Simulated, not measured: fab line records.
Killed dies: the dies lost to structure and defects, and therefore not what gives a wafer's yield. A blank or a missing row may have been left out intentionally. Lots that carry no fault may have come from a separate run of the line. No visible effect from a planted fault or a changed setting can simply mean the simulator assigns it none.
fab line records :: flow berkeleyCmos170 :: part 2 of 2: steps 24 to 33 of 33
[record]
  lots = 5
  wafers = 15
  lastDay = 13
route steps=331 shown FIELD@126 GATE@127 PLDD@145 NLDD@158
lots that met no fault: taken from a fault-free run of the same line
startH: the number of hours between the record's first day and the start of the first shown wafer of the lot :: waitH: how many hours have passed since the lot's step before this one :: " the same as in the row above :: L1.1+2: a row that stands for several wafers :: - value missing, or start not given :: * or withheld: withheld :: < > ~ a bound
route shown NAME@n: names a module that has steps shown in the file, with the first one's number in the route :: usual: average and standard deviation across the fault-free wafers :: same: alike in all rows :: chamber/n: place in a boat :: sites: the reading at each site :: _std_site: their standard deviation :: _edge_site: mean of outer sites minus mean of inner sites :: radiusMm: how far each site lies from the wafer's centre :: mask NAME#n: copy n :: behind: the last tool/chamber to shape the wafer :: hold: cause of the lot's hold/its duration in hours/its outcome :: device: whichever transistor did not switch (one of n, p or np) :: end of line: the same wafers' tests at the end of the route :: a step with no rows: only its recipe :: killed: count of dies lost to structure and defects at first sort (not the wafer's yield) :: map: the dies of a wafer, with x for killed, . for not killed, _ for no die there
set.NAME: setting as actually run; set.NAME@STEP: the setting as run at that earlier step :: model.NAME: the simulator's own value behind a step, which no gauge read
lots seen at some steps along the route; tables by step, rows by wafer
services: the hour from which a tool's chamber was out of use, counted from the record's first day as startH (under 0 if before that day), plus the number of hours and why
[[steps]]
[step UCB170_PLDD_PEB_04]
[recipe]
  pebTempC = 130
  pebTimeS = withheld
  resist = KrF
[usual]
  resistLineTempC = 22.99/0.11
lot.wafer: L075.2
tool: lithoTrack-02
chamber: 0
startH: 154.28
waitH: 0.3
resistLineTempC: 23.00

lot.wafer: L075.4
tool: lithoTrack-02
chamber: 0
startH: 154.28
waitH: 0.3
resistLineTempC: 22.85

lot.wafer: L075.5
tool: lithoTrack-02
chamber: 0
startH: 154.28
waitH: 0.3
resistLineTempC: 22.96

lot.wafer: L089.3
tool: lithoTrack-01
chamber: 0
startH: 215.51
waitH: 0.1
resistLineTempC: 23.08

lot.wafer: L089.4
tool: lithoTrack-01
chamber: 0
startH: 215.51
waitH: 0.1
resistLineTempC: 23.19

lot.wafer: L089.5
tool: lithoTrack-01
chamber: 0
startH: 215.51
waitH: 0.1
resistLineTempC: 23.04

lot.wafer: L090.2
tool: lithoTrack-03
chamber: 0
startH: 232.94
waitH: 0.1
resistLineTempC: 22.80

lot.wafer: L090.3
tool: lithoTrack-03
chamber: 0
startH: 232.94
waitH: 0.1
resistLineTempC: 22.88

lot.wafer: L090.5
tool: lithoTrack-03
chamber: 0
startH: 232.94
waitH: 0.1
resistLineTempC: 22.92

lot.wafer: L091.1
tool: lithoTrack-02
chamber: 0
startH: 242.87
waitH: 0.1
resistLineTempC: 23.12

lot.wafer: L091.2
tool: lithoTrack-02
chamber: 0
startH: 242.87
waitH: 0.1
resistLineTempC: 23.15

lot.wafer: L091.5
tool: lithoTrack-02
chamber: 0
startH: 242.87
waitH: 0.1
resistLineTempC: 23.12

lot.wafer: L097.1
tool: lithoTrack-03
chamber: 0
startH: 261.84
waitH: 0.5
resistLineTempC: 23.08

lot.wafer: L097.3
tool: lithoTrack-03
chamber: 0
startH: 261.84
waitH: 0.5
resistLineTempC: 22.99

lot.wafer: L097.5
tool: lithoTrack-03
chamber: 0
startH: 261.84
waitH: 0.5
resistLineTempC: 23.15
[step UCB170_PLDD_DEVELOP_05]
[recipe]
  developer = TMAH
  developTimeS = 45
  resist = KrF
  devTempC = 21
[usual]
  resistLineTempC = 23.00/0.098
lot.wafer: L075.2
tool: lithoTrack-02
chamber: 0
startH: -
waitH: -
resistLineTempC: 22.93

lot.wafer: L075.4
tool: lithoTrack-02
chamber: 0
startH: -
waitH: -
resistLineTempC: 23.02

lot.wafer: L075.5
tool: lithoTrack-02
chamber: 0
startH: -
waitH: -
resistLineTempC: 22.96

lot.wafer: L089.3
tool: lithoTrack-01
chamber: 0
startH: -
waitH: -
resistLineTempC: 23.07

lot.wafer: L089.4
tool: lithoTrack-01
chamber: 0
startH: -
waitH: -
resistLineTempC: 23.12

lot.wafer: L089.5
tool: lithoTrack-01
chamber: 0
startH: -
waitH: -
resistLineTempC: 23.03

lot.wafer: L090.2
tool: lithoTrack-03
chamber: 0
startH: -
waitH: -
resistLineTempC: 22.97

lot.wafer: L090.3
tool: lithoTrack-03
chamber: 0
startH: -
waitH: -
resistLineTempC: 22.94

lot.wafer: L090.5
tool: lithoTrack-03
chamber: 0
startH: -
waitH: -
resistLineTempC: 23.04

lot.wafer: L091.1
tool: lithoTrack-02
chamber: 0
startH: -
waitH: -
resistLineTempC: 22.89

lot.wafer: L091.2
tool: lithoTrack-02
chamber: 0
startH: -
waitH: -
resistLineTempC: 23.06

lot.wafer: L091.5
tool: lithoTrack-02
chamber: 0
startH: -
waitH: -
resistLineTempC: 22.93

lot.wafer: L097.1
tool: lithoTrack-03
chamber: 0
startH: -
waitH: -
resistLineTempC: 22.77

lot.wafer: L097.3
tool: lithoTrack-03
chamber: 0
startH: -
waitH: -
resistLineTempC: 22.89

lot.wafer: L097.5
tool: lithoTrack-03
chamber: 0
startH: -
waitH: -
resistLineTempC: 22.94
[step UCB170_PLDD_CD_MEAS_06]
[recipe]
  targetCdNm = 1200
[usual]
  cdNm = 1200.1/1.5
lot.wafer: L075.2
tool: cdSem-02
chamber: -
startH: 154.55
waitH: -
cdNm: 1196.7

lot.wafer: L075.4
tool: cdSem-02
chamber: -
startH: 154.55
waitH: -
cdNm: 1197.6

lot.wafer: L075.5
tool: cdSem-02
chamber: -
startH: 154.55
waitH: -
cdNm: 1197.0

lot.wafer: L089.3
tool: cdSem-01
chamber: -
startH: 215.78
waitH: -
cdNm: 1198.3

lot.wafer: L089.4
tool: cdSem-01
chamber: -
startH: 215.78
waitH: -
cdNm: 1199.2

lot.wafer: L089.5
tool: cdSem-01
chamber: -
startH: 215.78
waitH: -
cdNm: 1200.3

lot.wafer: L090.2
tool: cdSem-01
chamber: -
startH: 233.21
waitH: -
cdNm: 1201.6

lot.wafer: L090.3
tool: cdSem-01
chamber: -
startH: 233.21
waitH: -
cdNm: 1200.5

lot.wafer: L090.5
tool: cdSem-01
chamber: -
startH: 233.21
waitH: -
cdNm: 1201.4

lot.wafer: L091.1
tool: cdSem-02
chamber: -
startH: 243.14
waitH: -
cdNm: 1201.9

lot.wafer: L091.2
tool: cdSem-02
chamber: -
startH: 243.14
waitH: -
cdNm: 1201.7

lot.wafer: L091.5
tool: cdSem-02
chamber: -
startH: 243.14
waitH: -
cdNm: 1201.1

lot.wafer: L097.1
tool: cdSem-01
chamber: -
startH: 262.12
waitH: -
cdNm: 1198.3

lot.wafer: L097.3
tool: cdSem-01
chamber: -
startH: 262.12
waitH: -
cdNm: 1198.2

lot.wafer: L097.5
tool: cdSem-01
chamber: -
startH: 262.12
waitH: -
cdNm: 1198.2
[step UCB170_PLDD_OVL_MEAS_07]
[usual]
  PLDD_OVL = 2/5.5
lot.wafer: L075.2
tool: overlay-02
chamber: -
startH: 154.65
waitH: 0.1
PLDD_OVL[nm]: -4

lot.wafer: L075.4
tool: overlay-02
chamber: -
startH: 154.65
waitH: 0.1
PLDD_OVL[nm]: -2

lot.wafer: L075.5
tool: overlay-02
chamber: -
startH: 154.65
waitH: 0.1
PLDD_OVL[nm]: -3

lot.wafer: L089.3
tool: overlay-02
chamber: -
startH: 215.87
waitH: 0.1
PLDD_OVL[nm]: 1

lot.wafer: L089.4
tool: overlay-02
chamber: -
startH: 215.87
waitH: 0.1
PLDD_OVL[nm]: -10

lot.wafer: L089.5
tool: overlay-02
chamber: -
startH: 215.87
waitH: 0.1
PLDD_OVL[nm]: -6

lot.wafer: L090.2
tool: overlay-02
chamber: -
startH: 233.32
waitH: 0.1
PLDD_OVL[nm]: 7

lot.wafer: L090.3
tool: overlay-02
chamber: -
startH: 233.32
waitH: 0.1
PLDD_OVL[nm]: 1

lot.wafer: L090.5
tool: overlay-02
chamber: -
startH: 233.32
waitH: 0.1
PLDD_OVL[nm]: 3

lot.wafer: L091.1
tool: overlay-01
chamber: -
startH: 243.26
waitH: 0.1
PLDD_OVL[nm]: -2

lot.wafer: L091.2
tool: overlay-01
chamber: -
startH: 243.26
waitH: 0.1
PLDD_OVL[nm]: 2

lot.wafer: L091.5
tool: overlay-01
chamber: -
startH: 243.26
waitH: 0.1
PLDD_OVL[nm]: -2

lot.wafer: L097.1
tool: overlay-01
chamber: -
startH: 262.24
waitH: 0.1
PLDD_OVL[nm]: 8

lot.wafer: L097.3
tool: overlay-01
chamber: -
startH: 262.24
waitH: 0.1
PLDD_OVL[nm]: 9

lot.wafer: L097.5
tool: overlay-01
chamber: -
startH: 262.24
waitH: 0.1
PLDD_OVL[nm]: 13
[step UCB170_PLDD_IMPLANT_08]
[recipe]
  species = BF2
  doseCm2 = 5e+13
  energyKev = 10
  tiltDeg = 7
  rotationDeg = 0
[usual]
  beamEnergyKeV = 10.000/0.003
[same]
  implantIonAmu = 49
lot.wafer: L075.2
tool: implanter-03
chamber: 0
startH: 154.73
waitH: 0.1
beamEnergyKeV: 10.002

lot.wafer: L075.4
tool: implanter-03
chamber: 0
startH: 154.73
waitH: 0.1
beamEnergyKeV: 10.001

lot.wafer: L075.5
tool: implanter-03
chamber: 0
startH: 154.73
waitH: 0.1
beamEnergyKeV: 9.9988

lot.wafer: L089.3
tool: implanter-04
chamber: 0
startH: 215.94
waitH: 0.1
beamEnergyKeV: 10.002

lot.wafer: L089.4
tool: implanter-04
chamber: 0
startH: 215.94
waitH: 0.1
beamEnergyKeV: 10.002

lot.wafer: L089.5
tool: implanter-04
chamber: 0
startH: 215.94
waitH: 0.1
beamEnergyKeV: 9.9998

lot.wafer: L090.2
tool: implanter-04
chamber: 0
startH: 233.38
waitH: 0.0
beamEnergyKeV: 9.9996

lot.wafer: L090.3
tool: implanter-04
chamber: 0
startH: 233.38
waitH: 0.0
beamEnergyKeV: 9.9959

lot.wafer: L090.5
tool: implanter-04
chamber: 0
startH: 233.38
waitH: 0.0
beamEnergyKeV: 9.9996

lot.wafer: L091.1
tool: implanter-01
chamber: 0
startH: 243.30
waitH: 0.0
beamEnergyKeV: 9.9990

lot.wafer: L091.2
tool: implanter-01
chamber: 0
startH: 243.30
waitH: 0.0
beamEnergyKeV: 9.9981

lot.wafer: L091.5
tool: implanter-01
chamber: 0
startH: 243.30
waitH: 0.0
beamEnergyKeV: 10.003

lot.wafer: L097.1
tool: implanter-03
chamber: 0
startH: 262.27
waitH: 0.0
beamEnergyKeV: 9.9944

lot.wafer: L097.3
tool: implanter-03
chamber: 0
startH: 262.27
waitH: 0.0
beamEnergyKeV: 9.9990

lot.wafer: L097.5
tool: implanter-03
chamber: 0
startH: 262.27
waitH: 0.0
beamEnergyKeV: 10.000
[step UCB170_PLDD_IMPLANT_09]
[recipe]
  species = BF2
  doseCm2 = 5e+13
  energyKev = 10
  tiltDeg = 7
  rotationDeg = 180
[usual]
  beamEnergyKeV = 10.001/0.0029
[same]
  implantIonAmu = 49
lot.wafer: L075.2
tool: implanter-03
chamber: 0
startH: 154.88
waitH: 0.1
beamEnergyKeV: 9.9995

lot.wafer: L075.4
tool: implanter-03
chamber: 0
startH: 154.88
waitH: 0.1
beamEnergyKeV: 10.003

lot.wafer: L075.5
tool: implanter-03
chamber: 0
startH: 154.88
waitH: 0.1
beamEnergyKeV: 10.002

lot.wafer: L089.3
tool: implanter-04
chamber: 0
startH: 216.09
waitH: 0.1
beamEnergyKeV: 9.9982

lot.wafer: L089.4
tool: implanter-04
chamber: 0
startH: 216.09
waitH: 0.1
beamEnergyKeV: 10.006

lot.wafer: L089.5
tool: implanter-04
chamber: 0
startH: 216.09
waitH: 0.1
beamEnergyKeV: 10.004

lot.wafer: L090.2
tool: implanter-04
chamber: 0
startH: 233.53
waitH: 0.1
beamEnergyKeV: 9.9998

lot.wafer: L090.3
tool: implanter-04
chamber: 0
startH: 233.53
waitH: 0.1
beamEnergyKeV: 9.9981

lot.wafer: L090.5
tool: implanter-04
chamber: 0
startH: 233.53
waitH: 0.1
beamEnergyKeV: 10.000

lot.wafer: L091.1
tool: implanter-01
chamber: 0
startH: 243.45
waitH: 0.1
beamEnergyKeV: 9.9997

lot.wafer: L091.2
tool: implanter-01
chamber: 0
startH: 243.45
waitH: 0.1
beamEnergyKeV: 10.001

lot.wafer: L091.5
tool: implanter-01
chamber: 0
startH: 243.45
waitH: 0.1
beamEnergyKeV: 9.9995

lot.wafer: L097.1
tool: implanter-03
chamber: 0
startH: 262.42
waitH: 0.1
beamEnergyKeV: 10.003

lot.wafer: L097.3
tool: implanter-03
chamber: 0
startH: 262.42
waitH: 0.1
beamEnergyKeV: 10.001

lot.wafer: L097.5
tool: implanter-03
chamber: 0
startH: 262.42
waitH: 0.1
beamEnergyKeV: 10.003
[step UCB170_PLDD_STRIP_10]
[recipe]
  chemistry = O2
  powerW = 400
  pressureMtorr = 3500
  platenTempC = withheld
  o2FlowSccm = 400
  overashFraction = 0.5
[usual]
  drypumpMotorCurrentA = 5.7/0.62
  oesProductAu = 0.734/0.0046
  stripTimeToEndpointS = 21.62/0.052
lot.wafer: L075.2
tool: plasmaAsher-01
chamber: 0
startH: 155.01
waitH: 0.1
drypumpMotorCurrentA: 6.6
oesProductAu: 0.737
rfHoursCounterH: 38
stripTimeToEndpointS: 21.67

lot.wafer: L075.4
tool: plasmaAsher-01
chamber: 1
startH: 155.01
waitH: 0.1
drypumpMotorCurrentA: 5.5
oesProductAu: 0.734
rfHoursCounterH: -
stripTimeToEndpointS: 21.65

lot.wafer: L075.5
tool: plasmaAsher-01
chamber: 0
startH: 155.01
waitH: 0.1
drypumpMotorCurrentA: 6.6
oesProductAu: 0.738
rfHoursCounterH: -
stripTimeToEndpointS: 21.67

lot.wafer: L089.3
tool: plasmaAsher-04
chamber: 1
startH: 216.23
waitH: 0.1
drypumpMotorCurrentA: 4.7
oesProductAu: 0.732
rfHoursCounterH: -
stripTimeToEndpointS: 21.60

lot.wafer: L089.4
tool: plasmaAsher-04
chamber: 0
startH: 216.23
waitH: 0.1
drypumpMotorCurrentA: 6.0
oesProductAu: 0.735
rfHoursCounterH: -
stripTimeToEndpointS: 21.63

lot.wafer: L089.5
tool: plasmaAsher-04
chamber: 0
startH: 216.23
waitH: 0.1
drypumpMotorCurrentA: 6.0
oesProductAu: 0.731
rfHoursCounterH: -
stripTimeToEndpointS: 21.65

lot.wafer: L090.2
tool: plasmaAsher-01
chamber: 0
startH: 233.65
waitH: 0.1
drypumpMotorCurrentA: 6.6
oesProductAu: 0.739
rfHoursCounterH: 47
stripTimeToEndpointS: 21.60

lot.wafer: L090.3
tool: plasmaAsher-01
chamber: 1
startH: 233.65
waitH: 0.1
drypumpMotorCurrentA: 5.5
oesProductAu: 0.734
rfHoursCounterH: -
stripTimeToEndpointS: 21.69

lot.wafer: L090.5
tool: plasmaAsher-01
chamber: 0
startH: 233.65
waitH: 0.1
drypumpMotorCurrentA: 6.6
oesProductAu: 0.731
rfHoursCounterH: -
stripTimeToEndpointS: 21.59

lot.wafer: L091.1
tool: plasmaAsher-02
chamber: 0
startH: 243.60
waitH: 0.1
drypumpMotorCurrentA: 5.2
oesProductAu: 0.736
rfHoursCounterH: 53
stripTimeToEndpointS: 21.60

lot.wafer: L091.2
tool: plasmaAsher-02
chamber: 1
startH: 243.60
waitH: 0.1
drypumpMotorCurrentA: 6.0
oesProductAu: 0.736
rfHoursCounterH: 53
stripTimeToEndpointS: 21.61

lot.wafer: L091.5
tool: plasmaAsher-02
chamber: 1
startH: 243.60
waitH: 0.1
drypumpMotorCurrentA: 6.0
oesProductAu: 0.744
rfHoursCounterH: -
stripTimeToEndpointS: 21.63

lot.wafer: L097.1
tool: plasmaAsher-02
chamber: 1
startH: 262.57
waitH: 0.1
drypumpMotorCurrentA: 6.0
oesProductAu: 0.727
rfHoursCounterH: 56
stripTimeToEndpointS: 21.59

lot.wafer: L097.3
tool: plasmaAsher-02
chamber: 1
startH: 262.57
waitH: 0.1
drypumpMotorCurrentA: 6.0
oesProductAu: 0.732
rfHoursCounterH: -
stripTimeToEndpointS: 21.58

lot.wafer: L097.5
tool: plasmaAsher-02
chamber: 0
startH: 262.57
waitH: 0.1
drypumpMotorCurrentA: 5.1
oesProductAu: 0.734
rfHoursCounterH: -
stripTimeToEndpointS: 21.61
[step UCB170_PLDD_TW_MEAS_11]
[usual]
  PLDD_TW = 1004/11
lot.wafer: L075.2
tool: filmMetro-04
chamber: -
startH: 155.12
waitH: 0.1
PLDD_TW: 1018

lot.wafer: L075.4
tool: filmMetro-04
chamber: -
startH: 155.12
waitH: 0.1
PLDD_TW: 1013

lot.wafer: L075.5
tool: filmMetro-04
chamber: -
startH: 155.12
waitH: 0.1
PLDD_TW: 1018

lot.wafer: L089.3
tool: filmMetro-02
chamber: -
startH: 216.31
waitH: 0.1
PLDD_TW: 991

lot.wafer: L089.4
tool: filmMetro-02
chamber: -
startH: 216.31
waitH: 0.1
PLDD_TW: 999

lot.wafer: L089.5
tool: filmMetro-02
chamber: -
startH: 216.31
waitH: 0.1
PLDD_TW: 989

lot.wafer: L090.2
tool: filmMetro-02
chamber: -
startH: 233.76
waitH: 0.1
PLDD_TW: 987

lot.wafer: L090.3
tool: filmMetro-02
chamber: -
startH: 233.76
waitH: 0.1
PLDD_TW: 997

lot.wafer: L090.5
tool: filmMetro-02
chamber: -
startH: 233.76
waitH: 0.1
PLDD_TW: 990

lot.wafer: L091.1
tool: filmMetro-02
chamber: -
startH: 243.70
waitH: 0.1
PLDD_TW: 987

lot.wafer: L091.2
tool: filmMetro-02
chamber: -
startH: 243.70
waitH: 0.1
PLDD_TW: 989

lot.wafer: L091.5
tool: filmMetro-02
chamber: -
startH: 243.70
waitH: 0.1
PLDD_TW: 991

lot.wafer: L097.1
tool: filmMetro-02
chamber: -
startH: 262.67
waitH: 0.1
PLDD_TW: 987

lot.wafer: L097.3
tool: filmMetro-02
chamber: -
startH: 262.67
waitH: 0.1
PLDD_TW: 988

lot.wafer: L097.5
tool: filmMetro-02
chamber: -
startH: 262.67
waitH: 0.1
PLDD_TW: 992
[step UCB170_PLDD_CLEAN_12]
[recipe]
  chemistry = SPM
  tempC = 120
  timeS = 600
lot.wafer: L075.2+4+5
tool: wetBench-03
chamber: 1
startH: 155.52
waitH: 0.4

lot.wafer: L089.3+4+5
tool: wetBench-02
chamber: 3
startH: 217.03
waitH: 0.7

lot.wafer: L090.2+3+5
tool: wetBench-03
chamber: 1
startH: 233.81
waitH: 0.0

lot.wafer: L091.1+2+5
tool: wetBench-03
chamber: 0
startH: 243.76
waitH: 0.1

lot.wafer: L097.1+3+5
tool: wetBench-03
chamber: 2
startH: 262.73
waitH: 0.1
[step UCB170_NLDD_HMDS_00]
[recipe]
  primeTimeS = 60
  primeTempC = 100
[usual]
  primeTempC = 100.03/0.14
  resistLineTempC = 23.01/0.11
lot.wafer: L075.2
tool: lithoTrack-01
chamber: 0
startH: 156.38
waitH: 0.6
primeTempC: 100.09
resistLineTempC: 22.94

lot.wafer: L075.4
tool: lithoTrack-01
chamber: 0
startH: 156.38
waitH: 0.6
primeTempC: 100.20
resistLineTempC: 22.85

lot.wafer: L075.5
tool: lithoTrack-01
chamber: 0
startH: 156.38
waitH: 0.6
primeTempC: 100.06
resistLineTempC: 23.19

lot.wafer: L089.3
tool: lithoTrack-01
chamber: 0
startH: 217.71
waitH: 0.5
primeTempC: 99.74
resistLineTempC: 23.10

lot.wafer: L089.4
tool: lithoTrack-01
chamber: 0
startH: 217.71
waitH: 0.5
primeTempC: 99.56
resistLineTempC: 23.12

lot.wafer: L089.5
tool: lithoTrack-01
chamber: 0
startH: 217.71
waitH: 0.5
primeTempC: 99.85
resistLineTempC: 22.99

lot.wafer: L090.2
tool: lithoTrack-02
chamber: 0
startH: 234.03
waitH: 0.0
primeTempC: 100.19
resistLineTempC: 23.03

lot.wafer: L090.3
tool: lithoTrack-02
chamber: 0
startH: 234.03
waitH: 0.0
primeTempC: 100.12
resistLineTempC: 23.15

lot.wafer: L090.5
tool: lithoTrack-02
chamber: 0
startH: 234.03
waitH: 0.0
primeTempC: 100.41
resistLineTempC: 23.19

lot.wafer: L091.1
tool: lithoTrack-04
chamber: 0
startH: 244.16
waitH: 0.2
primeTempC: 99.95
resistLineTempC: 22.98

lot.wafer: L091.2
tool: lithoTrack-04
chamber: 0
startH: 244.16
waitH: 0.2
primeTempC: 99.91
resistLineTempC: 22.86

lot.wafer: L091.5
tool: lithoTrack-04
chamber: 0
startH: 244.16
waitH: 0.2
primeTempC: 100.18
resistLineTempC: 22.94

lot.wafer: L097.1
tool: lithoTrack-04
chamber: 0
startH: 262.91
waitH: 0.0
primeTempC: 100.29
resistLineTempC: 22.93

lot.wafer: L097.3
tool: lithoTrack-04
chamber: 0
startH: 262.91
waitH: 0.0
primeTempC: 100.14
resistLineTempC: 22.97

lot.wafer: L097.5
tool: lithoTrack-04
chamber: 0
startH: 262.91
waitH: 0.0
primeTempC: 100.19
resistLineTempC: 22.97
[[services]]
tool: krfScanner-02
chamber: -
startH: 119.12
hours: 1.0
kind: pm

tool: implanter-04
chamber: -
startH: 119.46
hours: 2.6
kind: repair

tool: rieDiel-03
chamber: 2
startH: 131.50
hours: 7.3
kind: repair

tool: plasmaAsher-03
chamber: -
startH: 134.55
hours: 14.6
kind: pm

tool: rieSi-02
chamber: 2
startH: 134.66
hours: 5.8
kind: repair

tool: implanter-04
chamber: -
startH: 139.70
hours: 2.7
kind: repair

tool: implanter-03
chamber: -
startH: 144.89
hours: 1.1
kind: repair

tool: implanter-04
chamber: -
startH: 147.29
hours: 0.6
kind: repair

tool: furnace-04
chamber: -
startH: 155.44
hours: 4.3
kind: pm

tool: wetBench-03
chamber: -
startH: 160.79
hours: 3.5
kind: repair

tool: implanter-03
chamber: -
startH: 164.84
hours: 2.7
kind: repair

tool: implanter-03
chamber: -
startH: 166.19
hours: 1.7
kind: repair

tool: krfScanner-02
chamber: -
startH: 170.78
hours: 4.4
kind: pm

tool: krfScanner-02
chamber: -
startH: 185.56
hours: 0.8
kind: pm

tool: furnace-01
chamber: -
startH: 188.70
hours: 2.9
kind: pm

tool: implanter-03
chamber: -
startH: 194.91
hours: 5.0
kind: pm

tool: implanter-03
chamber: -
startH: 208.73
hours: 4.1
kind: repair

tool: krfScanner-02
chamber: -
startH: 222.18
hours: 1.3
kind: pm

tool: plasmaAsher-03
chamber: -
startH: 228.49
hours: 5.8
kind: repair

tool: implanter-03
chamber: -
startH: 234.32
hours: 6.9
kind: repair

tool: krfScanner-01
chamber: -
startH: 246.43
hours: 0.8
kind: pm

tool: krfScanner-02
chamber: -
startH: 251.00
hours: 2.0
kind: repair

tool: krfScanner-01
chamber: -
startH: 253.44
hours: 1.0
kind: pm

tool: krfScanner-01
chamber: -
startH: 258.90
hours: 1.3
kind: pm
